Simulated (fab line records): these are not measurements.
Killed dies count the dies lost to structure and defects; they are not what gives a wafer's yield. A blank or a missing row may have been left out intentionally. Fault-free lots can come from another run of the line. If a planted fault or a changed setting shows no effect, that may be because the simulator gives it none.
Chamber matching :: flow berkeley cmos170 :: 4 sister chambers for UCB170_V1_CMP_02 on cmp-02
The step polishes SiO2. 4 wafers are shown with their chamber, then 7 later ones without.

## WAFERS WITH THEIR CHAMBER
wafer: L149.1
chamber: 3
motor current A (A): 15.6

wafer: L149.6
chamber: 2
motor current A (A): 13.8

wafer: L150.2
chamber: 0
motor current A (A): 15.9

wafer: L150.4
chamber: 1
motor current A (A): 16.4

## WAFERS WITHOUT THEIR CHAMBER
wafer: L150.6
motor current A (A): 13.4

wafer: L154.1
motor current A (A): 14.4

wafer: L154.3
motor current A (A): 16.1

wafer: L154.4
motor current A (A): 16.1

wafer: L153.1
motor current A (A): 15.3

wafer: L153.4
motor current A (A): 16.5

wafer: L153.5
motor current A (A): 15.9

## WHICH CHAMBER EACH WENT THROUGH
wafer: L150.6
from the rows above: 2
in truth: 2

wafer: L154.1
from the rows above: can't be placed: 2 or 3
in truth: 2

wafer: L154.3
from the rows above: can't be placed: 0 or 1 or 3
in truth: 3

wafer: L154.4
from the rows above: can't be placed: 0 or 1 or 3
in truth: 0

wafer: L153.1
from the rows above: can't be placed: 3 or 0
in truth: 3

wafer: L153.4
from the rows above: can't be placed: 1 or 0
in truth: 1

wafer: L153.5
from the rows above: can't be placed: 0 or 3 or 1
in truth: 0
1 of 7 placed correctly. Unplaceable from these rows: 6, with the true chamber sitting among the candidates in 6. Wrongly placed: 0.
How it was worked out, from the rows above alone: a wafer's distance from a chamber is the root of the sum, over the readings, of the square of ((its reading less the chamber's mean) divided by the reading's scatter). If the next closest chamber is less than 2 further off than the closest, the wafer can't be placed; otherwise it belongs to the closest. A chamber's mean is the mean of its shown wafers. The scatter: with one shown wafer a chamber, the root of the mean of the squares of how far each hidden wafer lies from its nearest shown one.
